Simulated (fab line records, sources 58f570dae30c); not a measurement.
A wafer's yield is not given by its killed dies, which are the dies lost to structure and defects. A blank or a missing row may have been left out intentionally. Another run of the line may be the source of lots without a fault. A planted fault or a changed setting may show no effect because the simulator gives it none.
The same fault as seen by 2 desks    flow berkeley cmos170    every desk sees just its own numbers, and what lay behind them comes last

FROM THE METROLOGY DESK
What the gauges read, lot by lot, whatever tool the lot ran on: means of the sampled wafers that have a number. Marked OUT: a lot whose mean sits more than 4 standard deviations from the usual mean, which makes it out of limits; the brackets give that distance.
Columns: A = NSD_RS at UCB170_SDANNEAL_RS_MEAS_03, usual 37.26 ohm/sq; B = M1_AL_RS at UCB170_M1_RS_MEAS_01, usual 0.0483 ohm/sq; C = M1_AL_THK at UCB170_M1_THK_MEAS_02, usual 595 nm
lot   first seen here  A      B                  C
L637  day 6 11:33      37.28  0.0488             594
L638  day 6 18:49      37.32  0.0483             601
L639  day 6 18:57      37.24  0.0489             589
L641  day 7 02:17      37.22  0.0481             603
L640  day 7 02:26      37.26  0.0477             595
L642  day 7 02:45      37.22  0.0485             594
L643  day 7 18:32      37.25  0.0483             591
L649  day 8 19:41      37.46  0.0524 (+7.2) OUT  551 (-5.9) OUT
L651  day 9 13:25      37.32  0.0513 (+5.2) OUT  564 (-4.2) OUT
L654  day 10 09:06     37.34  0.0488             584
L656  day 10 17:14     37.34  0.0484             599
L658  day 11 14:32     37.17  0.0487             588
L659  day 11 19:40     37.20  0.0480             602
L660  day 11 19:59     37.27  0.0480             594
Per this desk, out of limits: L649, L651; the first was L649, day 9 01:38 (M1_AL_RS at UCB170_M1_RS_MEAS_01). L637, L638, L639, L641, L640, L642, L643, L654, L656, L658, L659, L660: within limits.

AT THE TOOL OWNER'S DESK: pvd sputter-02
The tool's own readings at UCB170_M1_SPUTTER_00 (material Al, target thk 600 nm, time 80 s): means of the sampled wafers that have a number, for each lot that ran on this tool. Marked OUT: a lot whose mean sits more than 4 standard deviations from the usual mean, which makes it out of limits; the brackets give that distance.
Columns: A = cathode dc power W at UCB170_M1_SPUTTER_00, usual 6000.2 W; B = throttle valve pct at UCB170_M1_SPUTTER_00, usual 29.8 %
lot   first seen here  A       B
L639  day 7 02:00      6000.6  28.8
L642  day 7 11:52      6000.2  29.8
L643  day 7 23:55      6000.9  29.7
L649  day 9 01:32      6000.6  30.6
L651  day 9 19:02      6000.2  28.3
L660  day 12 02:38     6001.2  30.6
This desk's verdict: no lot among the 6 shows anything out of limits.

ALL TOGETHER
Metrology desk: alarm possible at day 9 01:38 on L649, L651.
Nothing out of limits was seen by the tool owner's desk.
The tool owner's desk has L649, L651 on record, within its limits.
The lots listed all ran UCB170_M1_SPUTTER_00 on pvd sputter-02.

WHAT HAD BEEN PUT IN BY THE SIMULATOR
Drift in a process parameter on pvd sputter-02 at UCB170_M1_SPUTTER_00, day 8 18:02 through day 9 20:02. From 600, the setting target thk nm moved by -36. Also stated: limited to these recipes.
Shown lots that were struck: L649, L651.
Hours from the fault's start to each desk's first reading out of limits: the metrology desk, 8.
